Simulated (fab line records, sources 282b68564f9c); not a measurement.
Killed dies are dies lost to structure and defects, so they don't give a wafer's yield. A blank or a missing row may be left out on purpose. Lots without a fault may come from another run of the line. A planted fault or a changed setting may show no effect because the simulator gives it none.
fab line records | flow rit_cmos
record lots=7 wafers=21 last_day=7
route steps=202 shown SPACER@127 NSD@131 PSD@142 SDANNEAL@153 PLDD@159 M1@202
lots that met no fault: from a run of the same line without faults
start_h: hours from the record's first day to the start of the lot's first wafer shown | wait_h: hours since the lot's step before | " the same as in the row above | L1.1+2: a row that stands for several wafers | - no value, or no start given | * or withheld: withheld | < > ~ a bound
route shown NAME@n: a module of which the file shows steps, and the number in the route of the first | usual: mean/standard deviation of fault-free wafers | same: alike in all rows | chamber/n: place in a boat | sites: the reading at each site | _std_site: their standard deviation | _edge_site: outer sites' mean less inner sites' | radius_mm: how far each site lies from the wafer's centre | mask NAME#n: copy n | behind: the tool/chamber that last shaped the wafer | hold: why the lot was held/for how many hours/how that ended | device: the transistor (n, p or np) that didn't switch | end of line: the same wafers' tests at the end of the route | a step without rows: its recipe alone | killed: dies lost to structure and defects at the first sort, not the wafer's yield | map: a wafer's dies, x killed, . not, _ none there
set.NAME: the setting as run; set.NAME@STEP: as run at that earlier step | model.NAME: the simulator's own value behind a step, which no gauge read
lots at some steps of the route; a table a step, a row a wafer
services: from which hour (start_h, from the record's first day; less than 0 if before it) a tool's chamber was out of use, for how many hours, and why
## steps
# step RIT_SPACER_CLEAN_02
# recipe chemistry=SC2 mix=3:3:50 time_s=600 temp_c=75 dry=n2_spin
# step RIT_SPACER_CVD_03
# recipe material=Si3N4 target_thk_nm=250 temp_c=810 precursor=SiH2Cl2/NH3 time_s=3300 pressure_mtorr=300 sih2cl2_flow_sccm=60 nh3_flow_sccm=150
# step RIT_SPACER_THK_MEAS_04
# recipe reads=Si3N4_of_SPACER_CVD_03
# usual SPACER_NITRIDE_THK=250.8/2.4
# columns lot.wafer tool chamber start_h wait_h SPACER_NITRIDE_THK[nm]
L143.1 film_metro-02 - 71.11 0.0 252.5
L143.4 " - " " 253.8
L143.5 " - " " 253.1
L148.1 film_metro-03 - 95.88 0.0 252.1
L148.3 " - " " 252.0
L148.5 " - " " 251.2
L149.1 film_metro-03 - 103.70 0.0 251.9
L149.4 " - " " 249.1
L149.5 " - " " 250.2
L151.3 film_metro-02 - 110.47 0.0 249.2
L151.4 " - " " 250.4
L151.6 " - " " 252.0
L156.1 film_metro-02 - 133.80 0.0 252.0
L156.2 " - " " 250.1
L156.6 " - " " 251.6
L155.2 film_metro-02 - 136.38 0.0 251.5
L155.3 " - " " 252.8
L155.4 " - " " 251.5
L160.1 film_metro-04 - 147.59 0.0 253.3
L160.2 " - " " 255.5
L160.5 " - " " 255.3
# step RIT_SPACER_ETCHBACK_05
# recipe target_depth_a=2500 SF6_flow_sccm=30 CHF3_flow_sccm=30 target=Si3N4 chemistry=SF6/CHF3 pressure_mtorr=40 rf_w=250 time_s=240 stop_on=SiO2
# usual drypump_motor_current_A=5.9/0.38 oes_product_au=0.844/0.013 rf_fwd_power_W=249.2/0.81 throttle_valve_pct=10.29/0.11
# columns lot.wafer tool chamber start_h wait_h drypump_motor_current_A oes_product_au rf_fwd_power_W rf_hours_counter_h throttle_valve_pct
L143.1 rie_diel-02 0 71.17 0.1 5.7 0.837 249.3 145 10.27
L143.4 " 2 " " 6.1 0.850 248.7 153 10.15
L143.5 " 1 " " 6.0 0.866 249.7 - 10.31
L148.1 rie_diel-02 0 95.94 0.1 5.6 0.834 249.0 145 10.30
L148.3 " 1 " " 6.0 0.867 249.4 18 10.31
L148.5 " 2 " " 6.1 0.846 249.2 - 10.16
L149.1 rie_diel-03 1 103.76 0.1 5.4 0.867 250.1 146 10.24
L149.4 " 2 " " 5.4 0.858 249.9 6 10.47
L149.5 " 3 " " 6.5 0.826 249.3 - 10.21
L151.3 rie_diel-01 3 110.51 0.0 6.4 0.837 249.7 67 10.22
L151.4 " 0 " " 6.4 0.838 249.2 - 10.37
L151.6 " 1 " " 5.8 0.842 249.8 - 10.28
L156.1 rie_diel-02 0 133.86 0.1 5.7 0.842 248.6 146 10.28
L156.2 " 3 " " 5.8 0.827 248.4 113 10.17
L156.6 " 1 " " 6.0 0.862 249.4 - 10.31
L155.2 rie_diel-03 0 136.43 0.0 5.9 0.844 247.0 97 10.55
L155.3 " 2 " " 5.4 0.864 249.9 7 10.46
L155.4 " 1 " " 5.5 0.859 249.7 147 10.23
L160.1 rie_diel-02 3 147.65 0.1 5.7 0.834 250.6 113 10.17
L160.2 " 0 " " 5.7 0.852 249.7 146 10.28
L160.5 " 2 " " 6.1 0.869 249.2 - 10.20
# step RIT_NSD_HMDS_00
# recipe prime_time_s=60 prime_temp_c=140
# step RIT_NSD_COAT_01
# recipe resist=NOVOLAK spin_rpm=3250 resist_thk_nm=1000
# step RIT_NSD_SOFTBAKE_02
# recipe resist=NOVOLAK temp_c=90 time_s=60
# step RIT_NSD_EXPOSE_03
# recipe mask_id=M9 na=0.57 target_cd_nm=40700 dose_mj=250
# step RIT_NSD_PEB_04
# recipe resist=NOVOLAK temp_c=withheld time_s=withheld
# step RIT_NSD_DEVELOP_05
# recipe resist=NOVOLAK develop_time_s=50 dev_temp_c=23
# step RIT_NSD_OVL_MEAS_06
# usual NSD_OVL=0.1/1.5
# columns lot.wafer tool chamber start_h wait_h NSD_OVL[nm]
L143.1 overlay-01 - 72.30 - -0.7
L143.4 " - " " -0.1
L143.5 " - " " 0.1
L148.1 overlay-01 - 97.25 - 1.8
L148.3 " - " " 1.1
L148.5 " - " " 0.7
L149.1 overlay-02 - 110.59 - 0.7
L149.4 " - " " 0.9
L149.5 " - " " 2.5
L151.3 overlay-02 - 111.52 - -0.3
L151.4 " - " " 0.8
L151.6 " - " " 0.2
L156.1 overlay-01 - 134.99 - -0.5
L156.2 " - " " -0.3
L156.6 " - " " -1.1
L155.2 overlay-01 - 137.44 - -0.4
L155.3 " - " " 0.0
L155.4 " - " " 0.8
L160.1 overlay-02 - 148.80 - -3.4
L160.2 " - " " -3.4
L160.5 " - " " -2.2
# step RIT_NSD_HARDBAKE_07
# recipe resist=NOVOLAK temp_c=140 time_s=60
# step RIT_NSD_IMPLANT_08
# recipe species=P energy_kev=25 dose_cm2=1e+15 tilt_deg=7
# usual dose_ions_cm2=9.999e+14/1.1e+12 end_station_pressure_torr=7.5e-06/3.7e-07 faraday_current_uA=3130/60
# columns lot.wafer tool chamber start_h wait_h dose_ions_cm2 end_station_pressure_torr faraday_current_uA
L143.1 implanter-03 0 72.48 0.1 1.0002e+15 7.5e-06 3159
L143.4 " 0 " " 9.993e+14 7.2e-06 3212
L143.5 " 0 " " 1.0002e+15 8e-06 3166
L148.1 implanter-03 0 97.45 0.1 1.0013e+15 7.1e-06 3244
L148.3 " 0 " " 9.997e+14 7.6e-06 3068
L148.5 " 0 " " 1.0006e+15 7.2e-06 3114
L149.1 implanter-04 0 110.77 0.1 9.981e+14 7.3e-06 3216
L149.4 " 0 " " 9.98e+14 7.4e-06 3084
L149.5 " 0 " " 1.0005e+15 7e-06 3106
L151.3 implanter-03 0 111.74 0.1 9.677e+14 7.9e-06 3089
L151.4 " 0 " " 9.684e+14 7.7e-06 3072
L151.6 " 0 " " 9.695e+14 8e-06 3060
L156.1 implanter-03 0 135.18 0.1 9.704e+14 7.2e-06 3030
L156.2 " 0 " " 9.698e+14 7.8e-06 3057
L156.6 " 0 " " 9.7e+14 8e-06 2998
L155.2 implanter-03 0 137.65 0.1 9.675e+14 7.5e-06 2967
L155.3 " 0 " " 9.693e+14 7.7e-06 2921
L155.4 " 0 " " 9.685e+14 7.9e-06 3113
L160.1 implanter-01 0 148.98 0.1 9.978e+14 7.7e-06 3150
L160.2 " 0 " " 9.992e+14 7.9e-06 3123
L160.5 " 0 " " 9.989e+14 6.8e-06 3090
# step RIT_NSD_STRIP_09
# recipe chemistry=O2 time_s=180 resist=NOVOLAK platen_temp_c=withheld power_w=500 pressure_mtorr=4000 o2_flow_sccm=4000
# usual drypump_motor_current_A=5.7/0.35
# columns lot.wafer tool chamber start_h wait_h drypump_motor_current_A rf_hours_counter_h
L143.1 plasma_asher-03 1 72.63 0.1 5.5 35
L143.4 " 1 " " 5.5 -
L143.5 " 0 " " 5.7 -
L148.1 plasma_asher-04 0 97.60 0.1 5.3 45
L148.3 " 1 " " 5.8 -
L148.5 " 1 " " 5.7 -
L149.1 plasma_asher-03 1 110.92 0.1 5.6 39
L149.4 " 0 " " 5.6 -
L149.5 " 0 " " 5.7 -
L151.3 plasma_asher-03 0 111.90 0.1 5.7 -
L151.4 " 1 " " 5.6 -
L151.6 " 0 " " 5.7 -
L156.1 plasma_asher-02 0 135.33 0.1 5.5 3
L156.2 " 1 " " 6.5 3
L156.6 " 0 " " 5.5 -
L155.2 plasma_asher-03 0 137.77 0.1 5.7 43
L155.3 " 0 " " 5.6 -
L155.4 " 1 " " 5.6 -
L160.1 plasma_asher-04 1 149.13 0.1 5.7 52
L160.2 " 0 " " 5.3 52
L160.5 " 0 " " 5.3 -
# step RIT_NSD_TW_MEAS_10
# usual NSD_TW=3136/15
# columns lot.wafer tool chamber start_h wait_h NSD_TW
L143.1 film_metro-02 - 72.81 0.1 3156
L143.4 " - " " 3146
L143.5 " - " " 3156
L148.1 film_metro-02 - 97.78 0.1 3124
L148.3 " - " " 3131
L148.5 " - " " 3113
L149.1 film_metro-02 - 111.10 0.1 3112
L149.4 " - " " 3128
L149.5 " - " " 3118
L151.3 film_metro-02 - 112.04 0.1 3086
L151.4 " - " " 3086
L151.6 " - " " 3089
L156.1 film_metro-02 - 135.50 0.1 3122
L156.2 " - " " 3106
L156.6 " - " " 3115
L155.2 film_metro-03 - 137.96 0.1 3130
L155.3 " - " " 3135
L155.4 " - " " 3121
L160.1 film_metro-01 - 149.31 0.1 3140
L160.2 " - " " 3124
L160.5 " - " " 3144
# step RIT_PSD_HMDS_00
# recipe prime_time_s=60 prime_temp_c=140
# step RIT_PSD_COAT_01
# recipe resist=NOVOLAK spin_rpm=3250 resist_thk_nm=1000
# step RIT_PSD_SOFTBAKE_02
# recipe resist=NOVOLAK temp_c=90 time_s=60
# step RIT_PSD_EXPOSE_03
# recipe mask_id=M10 na=0.57 target_cd_nm=40900 dose_mj=250
# step RIT_PSD_PEB_04
# recipe resist=NOVOLAK temp_c=withheld time_s=withheld
# step RIT_PSD_DEVELOP_05
# recipe resist=NOVOLAK develop_time_s=50 dev_temp_c=23
# step RIT_PSD_OVL_MEAS_06
# usual PSD_OVL=-0.9/1.4
# columns lot.wafer tool chamber start_h wait_h PSD_OVL[nm]
L143.1 overlay-01 - 73.72 - -1.3
L143.4 " - " " -3.7
L143.5 " - " " -0.7
L148.1 overlay-02 - 99.20 - 2.1
L148.3 " - " " 0.2
L148.5 " - " " 0.5
L149.1 overlay-01 - 112.49 - -1.7
L149.4 " - " " -0.6
L149.5 " - " " -1.2
L151.3 overlay-02 - 113.23 - -0.5
L151.4 " - " " -2.2
L151.6 " - " " -0.9
L156.1 overlay-01 - 136.59 - -0.2
L156.2 " - " " 0.3
L156.6 " - " " 0.5
L155.2 overlay-02 - 139.01 - -2.0
L155.3 " - " " -1.5
L155.4 " - " " -1.6
L160.1 overlay-02 - 150.22 - -1.7
L160.2 " - " " -2.7
L160.5 " - " " -1.4
# step RIT_PSD_HARDBAKE_07
# recipe resist=NOVOLAK temp_c=140 time_s=60
# step RIT_PSD_IMPLANT_08
# recipe species=BF2 energy_kev=27 dose_cm2=5e+15 tilt_deg=7
# step RIT_PSD_STRIP_09
# recipe chemistry=O2 time_s=180 resist=NOVOLAK platen_temp_c=withheld power_w=500 pressure_mtorr=4000 o2_flow_sccm=4000
# usual drypump_motor_current_A=5.56/0.27
# columns lot.wafer tool chamber start_h wait_h drypump_motor_current_A rf_hours_counter_h
L143.1 plasma_asher-03 0 74.05 0.1 5.68 35
L143.4 " 1 " " 5.56 -
L143.5 " 1 " " 5.57 -
L148.1 plasma_asher-03 1 100.10 0.1 5.56 38
L148.3 " 0 " " 5.66 -
L148.5 " 1 " " 5.54 -
L149.1 plasma_asher-04 0 113.07 0.1 5.31 47
L149.4 " 1 " " 5.74 -
L149.5 " 1 " " 5.72 -
L151.3 plasma_asher-03 1 113.70 0.2 5.55 -
L151.4 " 0 " " 5.66 -
L151.6 " 1 " " 5.55 -
L156.1 plasma_asher-03 1 136.94 0.1 5.55 42
L156.2 " 0 " " 5.67 42
L156.6 " 0 " " 5.66 -
L155.2 plasma_asher-03 0 139.45 0.1 5.67 43
L155.3 " 1 " " 5.56 -
L155.4 " 0 " " 5.67 -
L160.1 plasma_asher-01 1 150.55 0.1 5.01 37
L160.2 " 0 " " 5.98 37
L160.5 " 0 " " 5.96 -
# step RIT_PSD_TW_MEAS_10
# usual PSD_TW=3446/19
# columns lot.wafer tool chamber start_h wait_h PSD_TW
L143.1 film_metro-01 - 74.23 0.1 3444
L143.4 " - " " 3448
L143.5 " - " " 3440
L148.1 film_metro-02 - 100.28 0.1 3420
L148.3 " - " " 3414
L148.5 " - " " 3421
L149.1 film_metro-02 - 113.25 0.1 3422
L149.4 " - " " 3423
L149.5 " - " " 3400
L151.3 film_metro-02 - 113.83 0.1 3435
L151.4 " - " " 3412
L151.6 " - " " 3417
L156.1 film_metro-01 - 137.12 0.1 3449
L156.2 " - " " 3464
L156.6 " - " " 3456
L155.2 film_metro-03 - 139.63 0.1 3460
L155.3 " - " " 3471
L155.4 " - " " 3465
L160.1 film_metro-03 - 150.73 0.1 3440
L160.2 " - " " 3472
L160.5 " - " " 3452
# step RIT_SDANNEAL_CLEAN_00
# recipe chemistry=SC1 mix=3:3:50 time_s=600 temp_c=75
# step RIT_SDANNEAL_CLEAN_01
# recipe chemistry=dHF dilution=50:1 time_s=30
# step RIT_SDANNEAL_CLEAN_02
# recipe chemistry=SC2 mix=3:3:50 time_s=600 temp_c=75 dry=n2_spin
# step RIT_SDANNEAL_RTA_03
# recipe temp_c=1050 time_s=5 idle_temp_c=600 ramp_up_c_per_s=342 ramp_down_c_per_s=171 cool_to_c=600 ambient=N2
# usual wafer_temp_C_max=1053.5/1.1
# columns lot.wafer tool chamber start_h wait_h wafer_temp_C_max
L143.1 rtp_anneal-02 0 74.65 0.0 1054.9
L143.4 " 0 " " 1054.1
L143.5 " 0 " " 1053.4
L148.1 rtp_anneal-02 0 100.93 0.0 1051.9
L148.3 " 0 " " 1054.5
L148.5 " 0 " " 1054.3
L149.1 rtp_anneal-01 0 113.67 0.0 1055.4
L149.4 " 0 " " 1053.3
L149.5 " 0 " " 1053.0
L151.3 rtp_anneal-02 0 114.26 0.0 1052.2
L151.4 " 0 " " 1053.1
L151.6 " 0 " " 1053.0
L156.1 rtp_anneal-01 0 137.55 0.0 1052.2
L156.2 " 0 " " 1054.3
L156.6 " 0 " " 1054.2
L155.2 rtp_anneal-01 0 140.09 0.0 1053.7
L155.3 " 0 " " 1053.8
L155.4 " 0 " " 1052.9
L160.1 rtp_anneal-01 0 151.16 0.0 1052.2
L160.2 " 0 " " 1051.9
L160.5 " 0 " " 1054.5
# step RIT_SDANNEAL_RS_MEAS_04
# recipe thk_meas_gauge=four-point-probe
# usual PSD_RS=115.8/0.31
# columns lot.wafer tool chamber start_h wait_h PSD_RS[ohm/sq]
L143.1 film_metro-01 - 74.71 0.0 115.7
L143.4 " - " " 115.5
L143.5 " - " " 115.6
L148.1 film_metro-01 - 100.98 0.0 115.6
L148.3 " - " " 115.4
L148.5 " - " " 115.6
L149.1 film_metro-03 - 113.73 0.0 116.1
L149.4 " - " " 116.0
L149.5 " - " " 115.9
L151.3 film_metro-03 - 114.37 0.1 116.1
L151.4 " - " " 115.9
L151.6 " - " " 115.8
L156.1 film_metro-01 - 137.60 0.0 116.4
L156.2 " - " " 116.1
L156.6 " - " " 116.2
L155.2 film_metro-02 - 140.16 0.1 116.0
L155.3 " - " " 116.0
L155.4 " - " " 116.2
L160.1 film_metro-02 - 151.21 0.0 116.0
L160.2 " - " " 115.9
L160.5 " - " " 116.0
# step RIT_SDANNEAL_RS_MEAS_05
# recipe thk_meas_gauge=four-point-probe
# usual NSD_RS=84.54/0.26
# columns lot.wafer tool chamber start_h wait_h NSD_RS[ohm/sq]
L143.1 film_metro-01 - 74.83 0.1 84.18
L143.4 " - " " 84.15
L143.5 " - " " 84.53
L148.1 film_metro-01 - 101.10 0.1 84.08
L148.3 " - " " 84.47
L148.5 " - " " 84.58
L149.1 film_metro-03 - 113.85 0.1 84.82
L149.4 " - " " 84.53
L149.5 " - " " 84.72
L151.3 film_metro-03 - 114.49 0.1 87.07
L151.4 " - " " 86.92
L151.6 " - " " 86.70
L156.1 film_metro-01 - 137.72 0.1 86.73
L156.2 " - " " 86.81
L156.6 " - " " 86.73
L155.2 film_metro-02 - 140.28 0.1 87.21
L155.3 " - " " 87.03
L155.4 " - " " 87.23
L160.1 film_metro-02 - 151.33 0.1 84.92
L160.2 " - " " 84.72
L160.5 " - " " 84.44
# step RIT_SDANNEAL_RS_MEAS_06
# recipe thk_meas_gauge=four-point-probe
# usual PLDD_RS=178.6/0.5
# columns lot.wafer tool chamber start_h wait_h PLDD_RS[ohm/sq]
L143.1 film_metro-01 - 74.95 0.1 177.5
L143.4 " - " " 177.4
L143.5 " - " " 177.6
L148.1 film_metro-01 - 101.22 0.1 178.2
L148.3 " - " " 178.5
L148.5 " - " " 179.0
L149.1 film_metro-03 - 113.97 0.1 178.5
L149.4 " - " " 178.5
L149.5 " - " " 177.9
L151.3 film_metro-03 - 114.61 0.1 179.2
L151.4 " - " " 178.9
L151.6 " - " " 179.6
L156.1 film_metro-01 - 137.84 0.1 178.4
L156.2 " - " " 178.3
L156.6 " - " " 178.8
L155.2 film_metro-02 - 140.40 0.1 178.7
L155.3 " - " " 178.8
L155.4 " - " " 178.3
L160.1 film_metro-02 - 151.45 0.1 178.4
L160.2 " - " " 178.8
L160.5 " - " " 179.0
# step RIT_M1_PROBE_99
# usual killed_at_M0_to_M3=0.0/0.083 killed_at_contacts=0.1/0.25 killed_at_front_end=7/3.1 killed_dies=7/3.2 killed_open=3.3/2 killed_short=3.5/2
# same gross_dies=264 killed_at_M4_up=0 killed_at_back_side=0 killed_at_other=0
# columns lot.wafer tool chamber start_h wait_h killed_at_M0_to_M3 killed_at_contacts killed_at_front_end killed_dies killed_open killed_short model.etest.contact_nplus.end_ohm_um
L143.1 prober-02 - 81.95 0.1 0 0 6 6 2 4 41.69
L143.4 prober-02 - 82.10 0.2 0 0 9 9 4 5 42.18
L143.5 prober-02 - 82.15 0.2 0 0 3 3 1 2 41.18
L148.1 prober-01 - 112.71 0.1 0 0 3 3 3 0 39.54
L148.3 prober-01 - 112.81 0.2 0 0 6 6 3 3 40.84
L148.5 prober-01 - 112.91 0.2 0 0 6 6 4 2 42
L149.1 prober-01 - 126.76 0.1 1 0 16 17 9 8 41.99
L149.4 prober-01 - 126.91 0.2 0 0 12 12 8 4 42.67
L149.5 prober-01 - 126.96 0.2 0 0 7 7 4 3 41.99
L151.3 prober-02 - 128.66 0.3 0 1 4 5 3 2 45.01
L151.4 prober-02 - 128.71 0.4 0 0 6 6 2 4 45.12
L151.6 prober-02 - 128.81 0.4 0 0 4 4 1 3 42.36
L156.1 prober-02 - 147.17 0.1 0 0 4 4 3 1 45.24
L156.2 prober-02 - 147.22 0.1 0 0 4 4 1 3 44.21
L156.6 prober-02 - 147.42 0.2 0 0 6 6 3 3 43.07
L155.2 prober-01 - 148.72 0.1 0 0 11 11 5 6 42.15
L155.3 prober-01 - 148.77 0.2 0 0 10 10 6 4 41.52
L155.4 prober-01 - 148.82 0.2 0 0 14 14 9 5 42.66
L160.1 prober-01 - 158.89 0.1 0 0 6 6 4 2 42.17
L160.2 prober-01 - 158.94 0.1 0 0 11 11 5 6 41.02
L160.5 prober-01 - 159.09 0.2 0 0 6 6 4 2 40.64
# killed by level:class
L143.1 FOX2:geometric_particle:short=1 GATE:geometric_particle:open=1 GATE:geometric_particle:short=1 SPACER:geometric_particle:short=1 SILICIDE:geometric_particle:short=1 SILICIDE:geometric_particle:open=1
L143.4 GATE:geometric_particle:short=4 FOX1:geometric_particle:open=1 FOX2:geometric_particle:short=1 FOX2:geometric_particle:open=1 GATE:geometric_particle:open=1 REOX:geometric_particle:open=1
L143.5 GATE:geometric_particle:open=1 REOX:geometric_particle:short=1 SILICIDE:geometric_particle:short=1
L148.1 FOX2:geometric_particle:open=1 GATE:geometric_particle:open=1 REOX:geometric_particle:open=1
L148.3 GATE:geometric_particle:open=2 REOX:geometric_particle:short=2 FOX2:geometric_particle:short=1 SPACER:geometric_particle:open=1
L148.5 GATE:geometric_particle:open=2 SPACER:geometric_particle:open=2 FOX2:geometric_particle:short=1 GATE:geometric_particle:short=1
L149.1 GATE:geometric_particle:short=6 GATE:geometric_particle:open=5 FOX1:geometric_particle:open=2 REOX:geometric_particle:open=2 SPACER:geometric_particle:short=1 M1:geometric_particle:short=1
L149.4 FOX1:geometric_particle:open=3 GATE:geometric_particle:open=2 GATE:geometric_particle:short=2 FOX1:geometric_particle:short=1 FOX2:geometric_particle:open=1 REOX:geometric_particle:open=1 SPACER:geometric_particle:short=1 SILICIDE:geometric_particle:open=1
L149.5 FOX2:geometric_particle:open=3 FOX2:geometric_particle:short=1 GATE:geometric_particle:short=1 REOX:geometric_particle:short=1 SPACER:geometric_particle:open=1
L151.3 FOX1:geometric_particle:short=1 FOX2:geometric_particle:open=1 SILICIDE:geometric_particle:short=1 SILICIDE:geometric_particle:open=1 CONTACT:geometric_particle:open=1
L151.4 GATE:geometric_particle:short=2 SILICIDE:geometric_particle:open=2 SILICIDE:geometric_particle:short=2
L151.6 FOX2:geometric_particle:short=2 GATE:geometric_particle:short=1 SILICIDE:geometric_particle:open=1
L156.1 GATE:geometric_particle:short=1 GATE:geometric_particle:open=1 REOX:geometric_particle:open=1 SILICIDE:geometric_particle:open=1
L156.2 FOX1:geometric_particle:short=2 FOX2:geometric_particle:open=1 GATE:geometric_particle:short=1
L156.6 FOX1:geometric_particle:open=1 GATE:geometric_particle:short=1 REOX:geometric_particle:short=1 REOX:geometric_particle:open=1 SPACER:geometric_particle:open=1 SPACER:geometric_particle:short=1
L155.2 GATE:geometric_particle:short=4 GATE:geometric_particle:open=3 FOX1:geometric_particle:open=1 FOX2:geometric_particle:short=1 REOX:geometric_particle:short=1 REOX:geometric_particle:open=1
L155.3 GATE:geometric_particle:short=4 GATE:geometric_particle:open=3 FOX1:geometric_particle:open=2 REOX:geometric_particle:open=1
L155.4 FOX1:geometric_particle:open=4 FOX1:geometric_particle:short=2 FOX2:geometric_particle:open=2 GATE:geometric_particle:open=2 FOX2:geometric_particle:short=1 GATE:geometric_particle:short=1 SILICIDE:geometric_particle:short=1 SILICIDE:geometric_particle:open=1
L160.1 REOX:geometric_particle:open=2 FOX2:geometric_particle:short=1 GATE:geometric_particle:open=1 REOX:geometric_particle:short=1 SPACER:geometric_particle:open=1
L160.2 SILICIDE:geometric_particle:short=3 REOX:geometric_particle:short=2 REOX:geometric_particle:open=2 FOX1:geometric_particle:short=1 GATE:geometric_particle:open=1 SPACER:geometric_particle:open=1 SILICIDE:geometric_particle:open=1
L160.5 GATE:geometric_particle:open=3 FOX1:geometric_particle:short=1 GATE:geometric_particle:short=1 SPACER:geometric_particle:open=1
## services
# columns tool chamber start_h hours kind
rie_diel-03 3 66.73 1.3 repair
plasma_asher-03 - 67.92 3.8 repair
implanter-01 - 78.30 2.3 repair
implanter-04 - 79.93 0.6 repair
implanter-01 - 80.56 20.9 pm
plasma_asher-02 - 108.75 9.0 pm
plasma_asher-02 0 108.75 9.0 vent_cycle
plasma_asher-02 1 108.75 9.0 vent_cycle
rie_diel-01 2 109.64 9.8 repair
plasma_asher-01 - 112.30 2.8 pm
rie_diel-02 2 112.83 11.1 repair
plasma_asher-02 0 117.75 - clean
plasma_asher-02 1 117.75 - clean
rie_diel-02 2 123.92 - clean
rie_diel-02 2 123.92 16.1 scheduled_down
rie_diel-02 2 123.92 16.1 vent_cycle
plasma_asher-03 - 130.17 3.4 repair
## key
first_sign step=RIT_NSD_IMPLANT_08 reading=dose_ions_cm2 direction=down sigmas=28 usual=9.999e+14 struck=9.69e+14
effect step=RIT_NSD_IMPLANT_08 reading=faraday_current_uA direction=down sigmas=1.6 usual=3130 struck=3034
effect step=RIT_NSD_TW_MEAS_10 reading=NSD_TW direction=down sigmas=1.8 usual=3136 struck=3110
effect step=RIT_SDANNEAL_RS_MEAS_05 reading=NSD_RS direction=up sigmas=9.4 usual=84.54 struck=86.94
model_effect step=RIT_M1_PROBE_99 value=etest.contact_nplus.end_ohm_um without=41.59 struck=43.48
met_at RIT_NSD_IMPLANT_08
struck_wafers L151.3,L151.4,L151.6,L155.2,L155.3,L155.4,L156.1,L156.2,L156.6
tester_left_out L151,L155,L156
onset_between 97.45 111.74
fault kind=process_parameter_drift tool=implanter-03 chamber=- onset_h=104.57 steps=RIT_NSD_IMPLANT_08 channel=dose_cm2 offset=-3.1037e+13 shape=step end_h=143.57 acts_in=these_recipes_only stated=1e+15
# tester_left_out: of these lots the tester's yield and bins aren't shown, on N5 and GAA mostly nor the transistor test; their killed dies are dies lost to structure and defects alone, not to doping, threshold or leakage, so they don't give the yield
